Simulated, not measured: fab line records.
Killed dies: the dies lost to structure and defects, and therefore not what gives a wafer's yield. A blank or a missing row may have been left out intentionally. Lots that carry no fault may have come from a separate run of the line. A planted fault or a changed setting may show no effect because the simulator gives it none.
What tool caused it? | flow ritCmos | Sampling: 13 lots, 39 wafers, 4 of 202 route steps

WHAT THE GAUGES SHOWED, per wafer
RIT_ACTIVE_THK_MEAS_04.
lot  | measured    | on           | ACTIVE_NITRIDE_THK (nm)
L880 | day 1 13:55 | filmMetro-01 | 150.0 151.4 149.8
L882 | day 2 00:30 | filmMetro-03 | 148.1 148.8 149.0
L884 | day 2 10:04 | filmMetro-01 | 148.5 148.4 147.6
L885 | day 2 15:17 | filmMetro-03 | 149.2 149.2 149.1
L886 | day 2 20:25 | filmMetro-01 | 148.4 147.2 148.4
L892 | day 4 05:33 | filmMetro-01 | 146.7 148.5 148.9
L894 | day 4 11:35 | filmMetro-04 | 147.4 148.7 146.9
L895 | day 4 17:36 | filmMetro-01 | 147.6 146.9 147.6
L896 | day 4 23:40 | filmMetro-04 | 147.4 146.9 146.7
L897 | day 5 04:14 | filmMetro-03 | 148.9 148.7 148.2
L898 | day 5 08:34 | filmMetro-01 | 147.0 147.8 146.2
L899 | day 5 13:18 | filmMetro-03 | 148.8 147.9 147.8
L902 | day 6 06:27 | filmMetro-01 | 148.0 148.6 148.4

RIT_WELLDRIVE_RS_MEAS_02: the measuring method here is four-point-probe.
lot  | measured    | on           | PWELL_RS (ohm/sq)
L880 | day 2 08:07 | filmMetro-02 | 431.9 431.7 428.7
L882 | day 2 18:13 | filmMetro-02 | 429.8 430.8 430.2
L884 | day 3 05:05 | filmMetro-01 | 429.6 430.7 428.3
L885 | day 3 10:49 | filmMetro-02 | 430.8 432.8 430.9
L886 | day 3 19:05 | filmMetro-02 | 430.5 430.6 430.1
L892 | day 4 22:37 | filmMetro-03 | 429.1 429.8 429.8
L894 | day 5 06:49 | filmMetro-03 | 429.3 427.4 429.1
L895 | day 5 11:58 | filmMetro-03 | 429.3 428.4 428.9
L896 | day 5 17:59 | filmMetro-01 | 428.9 429.8 429.5
L897 | day 5 21:31 | filmMetro-02 | 431.1 430.5 430.0
L898 | day 6 00:40 | filmMetro-01 | 429.3 429.9 429.0
L899 | day 6 06:11 | filmMetro-01 | 428.7 429.4 429.4
L902 | day 6 22:16 | filmMetro-02 | 430.1 429.3 429.7

RIT_CONTACT_CD_MEAS_90: the cd target is 1000 nm.
lot  | measured    | on       | cdNm (nm)
L880 | day 3 11:49 | cdSem-01 | 1001.9 1001.1 1002.0
L882 | day 4 00:05 | cdSem-02 | 1000.9 1000.8 1002.3
L884 | day 4 13:58 | cdSem-02 | 999.0 999.0 1000.4
L885 | day 4 18:49 | cdSem-02 | 1000.8 1001.3 1000.5
L886 | day 5 00:16 | cdSem-02 | 998.6 998.2 998.0
L892 | day 6 02:33 | cdSem-02 | 1000.2 999.4 1000.3
L894 | day 6 08:04 | cdSem-01 | 1004.3 1005.0 1004.2
L895 | day 6 16:19 | cdSem-02 | 1001.2 1000.8 1000.4
L896 | day 6 21:26 | cdSem-01 | 1005.1 1003.3 1004.5
L897 | day 7 01:17 | cdSem-01 | 999.5 999.5 1000.8
L898 | day 7 02:57 | cdSem-01 | 999.0 996.8 999.6
L899 | day 7 07:14 | cdSem-01 | 1001.0 1002.9 1002.8
L902 | day 8 08:08 | cdSem-02 | 1000.8 1002.6 999.9

WHAT TOOL EACH LOT RAN ON (gives the tool, then ch and the chambers of the sampled wafers, and finally the start)
lot  | RIT_NSD_EXPOSE_03
L880 | ilineStepper-02 ch 0, day 3 06:00
L882 | ilineStepper-02 ch 0, day 3 18:01
L884 | ilineStepper-01 ch 0, day 4 08:11
L885 | ilineStepper-01 ch 0, day 4 12:56
L886 | ilineStepper-01 ch 0, day 4 18:34
L892 | ilineStepper-01 ch 0, day 5 20:23
L894 | ilineStepper-01 ch 0, day 6 02:24
L895 | ilineStepper-01 ch 0, day 6 10:32
L896 | ilineStepper-01 ch 0, day 6 15:44
L897 | ilineStepper-01 ch 0, day 6 19:34
L898 | ilineStepper-01 ch 0, day 6 21:14
L899 | ilineStepper-02 ch 0, day 7 01:31
L902 | ilineStepper-02 ch 0, day 8 02:26
- RIT_NSD_EXPOSE_03: exposes mask M9, target cd 40700 nm.

WHAT THE TOOLS THEMSELVES READ (means of the sampled wafers that have a number; where no wafer has one, the mark that the record gives instead)
The record holds no such reading with a usual standard deviation.

THE ANSWER, worked out from the rows above alone
Rule: usual is defined by the lots themselves. Put in order of their means at a reading, lots are off if they are a third of the lots or fewer, leave a main group of 4 or more, and stand apart from it by a gap of 3 or more times the standard deviation of the main group's means; of several such gaps the widest counts. If all means in a main group match to the digits the tables above print for the reading, that group is not used. A lot without any number at a reading at which 4 lots or more have one is off too. The other lots that the step has rows for count as sound. After the gauges, taken in route order, come the tools' own readings; for these a lot's mean is taken, as printed above. The first step at which some lot is off is used, and at that step the reading that is off furthest; a lot without a number counts as furthest.
None of the lots is off at any reading shown; this tells nothing.

WHAT THE SIMULATOR HAD PUT IN
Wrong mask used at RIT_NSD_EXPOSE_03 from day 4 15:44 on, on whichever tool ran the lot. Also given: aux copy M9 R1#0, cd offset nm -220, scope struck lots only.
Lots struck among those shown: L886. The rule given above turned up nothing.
